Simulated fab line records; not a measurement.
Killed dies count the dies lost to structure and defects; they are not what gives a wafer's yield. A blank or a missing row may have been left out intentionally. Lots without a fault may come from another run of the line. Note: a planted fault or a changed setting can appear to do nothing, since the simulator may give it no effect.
Which of the tools did it?    flow berkeley cmos170    13 lots, 39 wafers sampled, at 3 steps of a route of 331

WHAT THE GAUGES SHOWED, per wafer
UCB170_START_BOW_MEAS_00. Usual: INCOMING_BOW typically reads 0 um, with standard deviation 6.3.
lot   measured     on             INCOMING_BOW (um)  flag
L562  day 1 10:00  film metro-04  4 -8 -7            
L563  day 1 15:00  film metro-02  10 -1 4            
L564  day 1 20:04  film metro-02  -4 -8 4            
L565  day 2 01:00  film metro-02  -6 -2 0            
L568  day 2 16:04  film metro-02  -2 -7 -3           
L569  day 2 21:00  film metro-03  -1 -1 9            
L571  day 3 07:00  film metro-04  -1 -16 7           
L573  day 3 17:04  film metro-03  -5 -2 -15          
L574  day 3 22:02  film metro-04  -6 5 -5            
L578  day 4 18:00  film metro-03  -7 9 -7            
L583  day 5 19:00  film metro-02  8 0 6              
L584  day 6 00:00  film metro-03  6 3 0              
L585  day 6 05:05  film metro-03  6 -4 4             

UCB170_ACTIVE_CD_MEAS_13: target cd 1200 nm. Usual: cd nm 1200.1 nm, standard deviation 1.5.
lot   measured     on         cd nm (nm)                                 flag
L562  day 4 04:43  cd sem-02  1200.6 1201.8 1200.3                       
L563  day 5 03:28  cd sem-02  1200.2 1199.9 1200.1                       
L564  day 5 03:22  cd sem-01  1198.1 1198.3 1198.5                       
L565  day 5 03:02  cd sem-01  1201.3 1202.8 1202.7                       
L568  day 5 15:38  cd sem-01  1198.7 1198.5 1199.0                       
L569  day 6 02:49  cd sem-02  1201.8 1201.7 1200.4                       
L571  day 6 03:22  cd sem-02  1199.2 1200.4 1199.5                       
L573  day 6 15:08  cd sem-01  1198.8 1200.6 1201.5                       
L574  day 7 05:35  cd sem-02  1285.5 1285.6 1284.9 1285.3 1286.0 1285.2  OFF
L578  day 7 22:42  cd sem-02  1201.5 1202.2 1202.0                       
L583  day 9 02:58  cd sem-01  1198.6 1198.8 1198.3                       
L584  day 9 03:11  cd sem-01  1199.9 1200.6 1201.1                       
L585  day 9 14:52  cd sem-01  1199.7 1198.6 1201.3                       

EACH LOT AND THE TOOL THAT RAN IT (in order: tool; ch and the chambers of the sampled wafers; start)
lot   UCB170_ACTIVE_EXPOSE_10
L562  krf scanner-02 ch 0, day 4 04:01
L563  krf scanner-01 ch 0, day 5 02:55
L564  krf scanner-02 ch 0, day 5 02:44
L565  krf scanner-01 ch 0, day 5 02:26
L568  krf scanner-02 ch 0, day 5 14:31
L569  krf scanner-02 ch 0, day 6 02:05
L571  krf scanner-02 ch 0, day 6 02:25
L573  krf scanner-02 ch 0, day 6 14:14
L574  krf scanner-02 ch 0, day 7 05:11
L578  krf scanner-02 ch 0, day 7 22:09
L583  krf scanner-02 ch 0, day 9 01:55
L584  krf scanner-01 ch 0, day 9 02:19
L585  krf scanner-02 ch 0, day 9 14:29
- UCB170_ACTIVE_EXPOSE_10: exposes mask ACTIVE, target cd 1200 nm.

WHAT THE TOOLS THEMSELVES READ (means of the sampled wafers that have a number; where no wafer has one, the mark that the record gives instead)
The record holds no such reading with a usual standard deviation.

THE ANSWER, worked out from the rows above alone
Rule: a lot counts as off when the mean over its wafers that have a number is more than 3 standard deviations away from the usual mean. Also off: a lot with no number at a reading for which 4 or more lots have one. Where the step has rows for the other lots, those lots are counted as sound. After the gauges, taken in route order, come the tools' own readings; for these a lot's mean is taken, as printed above. The first step at which some lot is off is used, and at that step the reading that is off furthest; a lot without a number counts as furthest.
Off, at UCB170_ACTIVE_CD_MEAS_13 on cd nm: L574.
If a tool, at a process step before that reading, ran all the lots that are off and no sound lot after the first of them, it fits. The gauges at UCB170_ACTIVE_CD_MEAS_13 are tried like those tools. No candidate that was tried fits.

WHAT WAS PUT IN BY THE SIMULATOR
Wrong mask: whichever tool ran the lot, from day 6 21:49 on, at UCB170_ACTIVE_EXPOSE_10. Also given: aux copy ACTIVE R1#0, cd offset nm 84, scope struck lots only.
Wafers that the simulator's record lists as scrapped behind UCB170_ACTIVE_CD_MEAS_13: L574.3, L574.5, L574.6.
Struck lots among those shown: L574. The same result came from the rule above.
